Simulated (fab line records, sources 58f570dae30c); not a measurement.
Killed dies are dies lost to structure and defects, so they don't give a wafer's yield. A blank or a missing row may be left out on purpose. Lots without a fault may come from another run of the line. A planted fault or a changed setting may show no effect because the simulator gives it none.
Chamber matching | flow berkeley_cmos170 | UCB170_V1_ETCH_14 on rie_diel-02: 4 sister chambers
The step etches SiO2 in CHF3/CF4/Ar, stops on Al, target depth 1250 nm, time 291 s. 14 wafers are shown with their chamber, then 7 later ones without.

WAFERS WITH THEIR CHAMBER
wafer  | chamber | drypump_motor_current_A (A) | throttle_valve_pct (%) | oes_product_au (a.u.)
L462.3 | 3       | 5.4                         | 6.72                   | 0.845
L462.4 | 2       | 5.7                         | 6.99                   | 0.856
L462.5 | 0       | 6.1                         | 7.08                   | 0.883
L460.2 | 0       | 6.1                         | 7.10                   | 0.882
L460.3 | 3       | 5.4                         | 6.73                   | 0.849
L460.4 | 2       | 5.7                         | 6.98                   | 0.863
L466.1 | 0       | 6.1                         | 7.08                   | 0.889
L466.3 | 3       | 5.4                         | 6.72                   | 0.848
L466.5 | 0       | 6.1                         | 7.09                   | 0.893
L465.1 | 3       | 5.4                         | 6.74                   | 0.845
L465.2 | 0       | 6.0                         | 7.05                   | 0.882
L465.6 | 0       | 6.0                         | 7.10                   | 0.890
L477.1 | 1       | 5.8                         | 6.77                   | 0.874
L477.5 | 3       | 5.4                         | 6.72                   | 0.843

SIGNATURES (means of the wafers above)
reading                 | chamber 0 | chamber 1 | chamber 2 | chamber 3 | scatter within a chamber
drypump_motor_current_A | 6.067     | 5.800     | 5.700     | 5.400     | 0.0365
throttle_valve_pct      | 7.0833    | 6.7700    | 6.9850    | 6.7260    | 0.0145
oes_product_au          | 0.88650   | 0.87400   | 0.85950   | 0.84600   | 0.00402
Rule: a wafer's distance from a chamber is the root of the sum, over the readings, of the square of ((its reading less the chamber's mean) divided by the reading's scatter). The wafer belongs to the nearest chamber; if the next one is less than 2 further off, it can't be placed. The scatter: the root of (the sum of the squares of (reading less its chamber's mean) over the shown wafers, divided by (wafers less chambers)).

WAFERS WITHOUT THEIR CHAMBER
wafer  | drypump_motor_current_A (A) | throttle_valve_pct (%) | oes_product_au (a.u.)
L477.6 | 5.7                         | 6.98                   | 0.854
L479.2 | 5.7                         | 6.99                   | 0.860
L479.3 | 5.9                         | 6.75                   | 0.868
L479.6 | 5.8                         | 6.78                   | 0.869
L482.1 | 5.8                         | 6.77                   | 0.867
L482.4 | 5.9                         | 6.77                   | 0.867
L482.6 | 6.1                         | 7.09                   | 0.884

WHICH CHAMBER EACH WENT THROUGH
wafer  | from the rows above | in truth
L477.6 | 2                   | 2
L479.2 | 2                   | 2
L479.3 | 1                   | 1
L479.6 | 1                   | 1
L482.1 | 1                   | 1
L482.4 | 1                   | 1
L482.6 | 0                   | 0
Placed correctly: 7 of 7. Can't be placed from these rows: 0. Placed wrongly: 0.
